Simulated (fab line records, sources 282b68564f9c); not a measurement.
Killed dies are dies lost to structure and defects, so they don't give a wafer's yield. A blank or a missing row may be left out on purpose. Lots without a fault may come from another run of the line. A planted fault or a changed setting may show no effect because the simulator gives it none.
Split-lot experiment | flow rit_cmos | 5 lots, 23 wafers read, on a route of 202 steps

THE SPLIT
At RIT_SDANNEAL_RTA_03 (time 5 s), the setting time_s was moved away from the recipe's 5 s on 7 of the 23 wafers read, by -11.3% to +14.0%. The other wafers ran this setting at the recipe's value.

FROM THE SPLIT TO THE READING: what the file shows between them, 1 step
- RIT_SDANNEAL_RS_MEAS_04: measures by four-point-probe

THE READING
PLDD_RS, in ohm/sq, at RIT_SDANNEAL_RS_MEAS_06 (measures by four-point-probe). Fault-free wafers of this fab line usually give 177.9 ohm/sq, standard deviation 0.44 ohm/sq.

wafer  | tool, chamber at the split | time_s as run, s | against the recipe | PLDD_RS, ohm/sq | against lot-mates on the recipe
L074.1 | rtp_anneal-02, 0           | 5                | recipe             | 177.3           | -
L074.2 | rtp_anneal-02, 0           | 5                | recipe             | 178.0           | -
L074.4 | rtp_anneal-02, 0           | 5                | recipe             | 178.0           | -
L074.5 | rtp_anneal-02, 0           | 5                | recipe             | 177.7           | -
L074.6 | rtp_anneal-02, 0           | 5                | recipe             | 178.4           | -
L075.1 | rtp_anneal-01, 0           | 5                | recipe             | 177.6           | -
L075.2 | rtp_anneal-01, 0           | 5                | recipe             | 177.3           | -
L075.3 | rtp_anneal-01, 0           | 5.7              | +14.0%             | 175.6           | -1.9
L075.4 | rtp_anneal-01, 0           | 5.7              | +14.0%             | 175.8           | -1.7
L075.6 | rtp_anneal-01, 0           | 5                | recipe             | 177.5           | -
L078.1 | rtp_anneal-02, 0           | 5                | recipe             | 179.0           | -
L078.3 | rtp_anneal-02, 0           | 5                | recipe             | 178.6           | -
L078.4 | rtp_anneal-02, 0           | 4.437            | -11.3%             | 180.1           | +1.4
L078.5 | rtp_anneal-02, 0           | 5                | recipe             | 178.4           | -
L078.6 | rtp_anneal-02, 0           | 4.437            | -11.3%             | 180.1           | +1.4
L080.1 | rtp_anneal-02, 0           | 5                | recipe             | 177.7           | -
L080.2 | rtp_anneal-02, 0           | 5                | recipe             | 178.0           | -
L080.3 | rtp_anneal-02, 0           | 4.667            | -6.7%              | 179.2           | +1.3
L080.5 | rtp_anneal-02, 0           | 4.667            | -6.7%              | 179.0           | +1.2
L080.6 | rtp_anneal-02, 0           | 4.667            | -6.7%              | 178.6           | +0.8
L085.2 | rtp_anneal-01, 0           | 5                | recipe             | 178.0           | -
L085.3 | rtp_anneal-01, 0           | 5                | recipe             | 177.8           | -
L085.6 | rtp_anneal-01, 0           | 5                | recipe             | 178.0           | -

THE FIT
A straight line over all 23 wafers: PLDD_RS changes by -0.168 ohm/sq for each +1% of time_s; r = -0.92; the points scatter about the line by 0.42 ohm/sq.
The same after taking each lot's own level away (the mean of its wafers on the recipe; 23 wafers): -0.132 ohm/sq for each +1%; r = -0.95; scatter 0.25 ohm/sq.
On that fit, the largest move of time_s shifts the reading by 1.9 ohm/sq.
The lots' own levels span 177.47 to 178.67 ohm/sq, that is 2.7 times the standard deviation above.
So the lot-to-lot level changes the slope: the two fits differ.
Check: with one of the wafers moved furthest among these (+14.0%) left out of the fit, the line predicts -1.8 ohm/sq for it against its lot-mates. It came out at -1.87 ohm/sq against them.

THE WHOLE CHAIN: every reading that the file lists as answering this split, in the file's order
step                    | what it does                 | reading | change (the file's fit)            | r (the file's)
RIT_SDANNEAL_RS_MEAS_04 | measures by four-point-probe | PSD_RS  | -0.133 for each +1% of the setting | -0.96
RIT_SDANNEAL_RS_MEAS_06 | measures by four-point-probe | PLDD_RS | -0.133 for each +1% of the setting | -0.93

THE FILE'S OWN FIT
PLDD_RS changes by -0.133 ohm/sq for each +1% of time_s, r = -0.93.
